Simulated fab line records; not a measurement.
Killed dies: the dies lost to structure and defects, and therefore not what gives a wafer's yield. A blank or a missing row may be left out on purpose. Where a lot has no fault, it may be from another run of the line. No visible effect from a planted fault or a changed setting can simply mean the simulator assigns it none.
Which tool did it? -- flow berkeley-cmos170 -- 14 lots with 42 wafers sampled at 3 steps, on a route of 331 steps

## WHAT THE GAUGES READ, wafer by wafer
UCB170_NLDD_OVL_MEAS_07. Usual: NLDD_OVL 1 nm, standard deviation 6.2.
lot,measured,on,NLDD_OVL (nm),flag
L798,day 8 03:53,overlay-01,1 8 2,
L799,day 8 03:19,overlay-01,-2 -2 6,
L800,day 8 03:35,overlay-02,1 0 5,
L802,day 8 04:07,overlay-01,5 4 2,
L804,day 9 13:56,overlay-02,-2 8 -2,
L805,day 9 15:19,overlay-02,23 8 18,
L806,day 9 14:57,overlay-02,1 2 3,
L809,day 10 03:16,overlay-01,2 8 0,
L807,day 10 03:01,overlay-02,-8 -10 -13,
L810,day 10 04:00,overlay-02,1 4 5,
L812,day 11 04:06,overlay-02,3 -8 -9,
L813,day 11 05:04,overlay-01,0 5 3,
L815,day 11 19:34,overlay-01,11 6 11,
L819,day 13 01:35,overlay-01,-6 4 6,

UCB170_CONTACT_OVL_MEAS_16. Usual: CONTACT_OVL 0 nm, standard deviation 4.3.
lot,measured,on,CONTACT_OVL (nm),flag
L798,day 9 00:31,overlay-01,3 -3 -4,
L799,day 8 22:28,overlay-01,-2 -5 4,
L800,day 9 00:14,overlay-01,6 8 1,
L802,day 9 01:25,overlay-02,-1 -4 3,
L804,day 10 09:05,overlay-02,3 -1 4,
L805,day 10 09:13,overlay-01,-4 -3 0,
L806,day 10 09:46,overlay-02,-1 0 -1,
L809,day 10 20:35,overlay-02,-9 -7 -8,
L807,day 10 20:20,overlay-02,1 7 -2,
L810,day 10 23:45,overlay-01,0 -4 -1,
L812,day 12 00:34,overlay-02,7 4 1,
L813,day 12 00:22,overlay-01,-1 -1 -5,
L815,day 12 21:44,overlay-01,3 1 3,
L819,day 13 19:43,overlay-01,2 -2 3,

## EACH LOT AND THE TOOL THAT RAN IT (in order: tool; ch and the chambers of the sampled wafers; start)
lot,UCB170_NWELL_STRIP_15
L798,"plasma-asher-03 ch 0,1, day 3 04:32"
L799,"plasma-asher-04 ch 0,1, day 3 04:48"
L800,"plasma-asher-04 ch 0,1, day 3 11:57"
L802,"plasma-asher-04 ch 0,1, day 3 22:39"
L804,"plasma-asher-03 ch 0,1, day 4 07:50"
L805,"plasma-asher-04 ch 0,1, day 4 08:07"
L806,"plasma-asher-01 ch 0,1, day 4 11:37"
L809,"plasma-asher-01 ch 0,1, day 4 20:52"
L807,"plasma-asher-01 ch 0,1, day 4 21:08"
L810,"plasma-asher-03 ch 0,1, day 5 03:36"
L812,"plasma-asher-01 ch 0,1, day 5 16:08"
L813,"plasma-asher-01 ch 0,1, day 5 21:25"
L815,"plasma-asher-01 ch 0,1, day 6 10:16"
L819,"plasma-asher-03 ch 0,1, day 7 16:35"
- UCB170_NWELL_STRIP_15: strips in O2.

## AS READ BY THE TOOLS THEMSELVES (means over the sampled wafers that have a number; for cases with no such wafer, the mark the record gives instead)
UCB170_NWELL_STRIP_15. Usual: drypump-motor-current-A 5.5 A, standard deviation 0.39; oes-product-au 0.721 a.u., standard deviation 0.0048; strip-time-to-endpoint-s 17.97 s, standard deviation 0.074.
lot,tool,drypump-motor-current-A (A),oes-product-au (a.u.),strip-time-to-endpoint-s (s),flag
L798,plasma-asher-03,5.8,0.718,18.06,
L799,plasma-asher-04,5.2,0.722,17.97,
L800,plasma-asher-04,5.1,0.718,18.03,
L802,plasma-asher-04,5.1,0.719,17.89,
L804,plasma-asher-03,5.8,0.717,18.06,
L805,plasma-asher-04,5.1,0.720,17.95,
L806,plasma-asher-01,5.6,0.721,17.91,
L809,plasma-asher-01,5.6,0.722,17.97,
L807,plasma-asher-01,5.8,0.720,18.06,
L810,plasma-asher-03,5.7,0.722,17.96,
L812,plasma-asher-01,5.6,0.723,17.98,
L813,plasma-asher-01,5.9,0.723,17.96,
L815,plasma-asher-01,5.6,0.722,17.92,
L819,plasma-asher-03,5.7,0.721,17.90,

## THE ANSWER, worked out from the rows above alone
Rule: lot off if the mean of its wafers having a number is beyond 3 standard deviations from the usual mean. Also off: a lot with no number at a reading for which 4 or more lots have one. The other lots that the step has rows for count as sound. Order of review: gauges by route order, followed by the tools' own readings, for which a lot's mean as printed above is used. The first step at which some lot is off is used, and at that step the reading that is off furthest; a lot without a number counts as furthest.
Across all readings shown, no lot is off: no conclusion can be drawn from this.

## WHAT WAS PUT IN BY THE SIMULATOR
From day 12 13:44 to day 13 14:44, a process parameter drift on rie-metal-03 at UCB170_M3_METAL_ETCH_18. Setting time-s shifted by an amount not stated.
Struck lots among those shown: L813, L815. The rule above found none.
